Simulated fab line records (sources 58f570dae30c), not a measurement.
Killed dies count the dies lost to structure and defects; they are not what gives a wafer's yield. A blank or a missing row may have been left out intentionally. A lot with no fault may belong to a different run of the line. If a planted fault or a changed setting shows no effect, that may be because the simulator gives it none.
What tool caused it? | flow berkeley_cmos170 | Sampling: 15 lots, 45 wafers, 3 of 331 route steps

## WHAT THE GAUGES SHOWED, per wafer
UCB170_V1_BOW_MEAS_03. Usual: for V1_BOW the level is 17 um and the standard deviation is 6.4.
lot  | measured     | on            | V1_BOW (um) | flag
L542 | day 7 04:19  | film_metro-01 | 12 11 16    |
L541 | day 7 04:19  | film_metro-03 | 19 10 22    |
L544 | day 8 01:26  | film_metro-01 | 20 20 14    |
L543 | day 8 01:29  | film_metro-03 | 12 12 18    |
L546 | day 8 11:05  | film_metro-01 | 11 20 9     |
L547 | day 8 20:28  | film_metro-02 | 9 17 6      |
L548 | day 8 20:28  | film_metro-03 | 7 10 8      |
L549 | day 9 09:58  | film_metro-01 | 22 23 21    |
L553 | day 10 01:49 | film_metro-02 | 23 11 24    |
L556 | day 10 17:27 | film_metro-03 | 9 4 21      |
L555 | day 10 17:43 | film_metro-02 | 7 19 19     |
L557 | day 10 21:44 | film_metro-01 | 19 14 19    |
L563 | day 11 19:25 | film_metro-03 | 21 8 11     |
L564 | day 12 00:20 | film_metro-02 | 14 27 23    |
L562 | day 11 20:45 | film_metro-01 | 11 18 16    |

## WHICH TOOL RAN EACH LOT (tool, then ch and the chambers of the sampled wafers, then the start)
lot  | UCB170_NSD_STRIP_09                  | UCB170_SILICIDE_RTA_04
L542 | plasma_asher-03 ch 0,1, day 6 12:34  | rtp_anneal-01 ch 0, day 6 15:13
L541 | plasma_asher-03 ch 0,1, day 6 12:51  | rtp_anneal-02 ch 0, day 6 15:13
L544 | plasma_asher-03 ch 0,1, day 7 05:08  | rtp_anneal-01 ch 0, day 7 07:29
L543 | plasma_asher-04 ch 0,1, day 7 05:39  | rtp_anneal-02 ch 0, day 7 07:41
L546 | plasma_asher-03 ch 0,1, day 7 19:21  | rtp_anneal-01 ch 0, day 7 21:29
L547 | plasma_asher-03 ch 0,1, day 8 06:39  | rtp_anneal-01 ch 0, day 8 08:47
L548 | plasma_asher-01 ch 0,1, day 8 06:57  | rtp_anneal-02 ch 0, day 8 09:11
L549 | plasma_asher-01 ch 0,1, day 8 15:58  | rtp_anneal-02 ch 0, day 8 21:25
L553 | plasma_asher-03 ch 0,1, day 9 11:59  | rtp_anneal-01 ch 0, day 9 14:20
L556 | plasma_asher-01 ch 0,1, day 10 02:11 | rtp_anneal-01 ch 0, day 10 04:09
L555 | plasma_asher-03 ch 0, day 10 02:16   | rtp_anneal-02 ch 0, day 10 04:20
L557 | plasma_asher-01 ch 0,1, day 10 04:23 | rtp_anneal-02 ch 0, day 10 06:25
L563 | plasma_asher-01 ch 0,1, day 11 06:43 | rtp_anneal-01 ch 0, day 11 08:53
L564 | plasma_asher-04 ch 1, day 11 07:19   | rtp_anneal-02 ch 0, day 11 09:49
L562 | plasma_asher-03 ch 0,1, day 11 07:26 | rtp_anneal-01 ch 0, day 11 09:53
- UCB170_NSD_STRIP_09: strips in O2.
- UCB170_SILICIDE_RTA_04: time 15 s.

## WHAT THE TOOLS THEMSELVES READ (means of the sampled wafers that have a number; where no wafer has one, the mark that the record gives instead)
UCB170_NSD_STRIP_09. Usual: drypump_motor_current_A 5.9 A, standard deviation 0.44; oes_product_au 0.533 a.u., standard deviation 0.0049; strip_time_to_endpoint_s 35.78 s, standard deviation 0.069.
lot  | tool            | drypump_motor_current_A (A) | oes_product_au (a.u.) | strip_time_to_endpoint_s (s) | flag
L542 | plasma_asher-03 | 5.9                         | 0.530                 | 35.64                        |
L541 | plasma_asher-03 | 5.9                         | 0.537                 | 35.81                        |
L544 | plasma_asher-03 | 6.1                         | 0.531                 | 35.78                        |
L543 | plasma_asher-04 | 5.1                         | 0.531                 | 35.78                        |
L546 | plasma_asher-03 | 6.1                         | 0.533                 | 35.79                        |
L547 | plasma_asher-03 | 6.2                         | 0.533                 | 35.76                        |
L548 | plasma_asher-01 | 5.8                         | 0.530                 | 35.76                        |
L549 | plasma_asher-01 | 6.0                         | 0.532                 | 35.76                        |
L553 | plasma_asher-03 | 6.1                         | 0.535                 | 35.85                        |
L556 | plasma_asher-01 | 6.0                         | 0.532                 | 35.88                        |
L555 | plasma_asher-03 | 5.6                         | 0.530                 | 35.84                        |
L557 | plasma_asher-01 | 6.0                         | 0.529                 | 35.85                        |
L563 | plasma_asher-01 | 5.8                         | 0.534                 | 35.71                        |
L564 | plasma_asher-04 | 5.0                         | 0.532                 | 35.85                        |
L562 | plasma_asher-03 | 6.1                         | 0.529                 | 35.77                        |

UCB170_SILICIDE_RTA_04. Usual: lamp_power_pct 10.2 %, standard deviation 0.86; wafer_temp_C_max 652.7, standard deviation 0.53.
lot  | tool          | lamp_power_pct (%) | wafer_temp_C_max | flag
L542 | rtp_anneal-01 | 9.3                | 652.8            |
L541 | rtp_anneal-02 | 11.1               | 652.2            |
L544 | rtp_anneal-01 | 9.3                | 653.1            |
L543 | rtp_anneal-02 | 11.1               | 652.6            |
L546 | rtp_anneal-01 | 9.3                | 652.6            |
L547 | rtp_anneal-01 | 9.3                | 652.4            |
L548 | rtp_anneal-02 | 11.1               | 652.0            |
L549 | rtp_anneal-02 | 11.1               | 652.9            |
L553 | rtp_anneal-01 | 9.3                | 652.1            |
L556 | rtp_anneal-01 | 9.3                | 653.2            |
L555 | rtp_anneal-02 | 11.0               | 652.8            |
L557 | rtp_anneal-02 | 11.1               | 652.3            |
L563 | rtp_anneal-01 | 9.4                | 653.3            |
L564 | rtp_anneal-02 | 11.1               | 653.2            |
L562 | rtp_anneal-01 | 9.3                | 652.5            |

## THE ANSWER, worked out from the rows above alone
Rule: a lot counts as off when the mean over its wafers that have a number is more than 3 standard deviations away from the usual mean. A lot without any number at a reading at which 4 lots or more have one is off too. Any other lot the step has rows for is counted as sound. After the gauges, taken in route order, come the tools' own readings; for these a lot's mean is taken, as printed above. The first step at which some lot is off is used, and at that step the reading that is off furthest; a lot without a number counts as furthest.
Nothing can be told from this: no lot is off at any reading shown.

## WHAT THE SIMULATOR PUT IN
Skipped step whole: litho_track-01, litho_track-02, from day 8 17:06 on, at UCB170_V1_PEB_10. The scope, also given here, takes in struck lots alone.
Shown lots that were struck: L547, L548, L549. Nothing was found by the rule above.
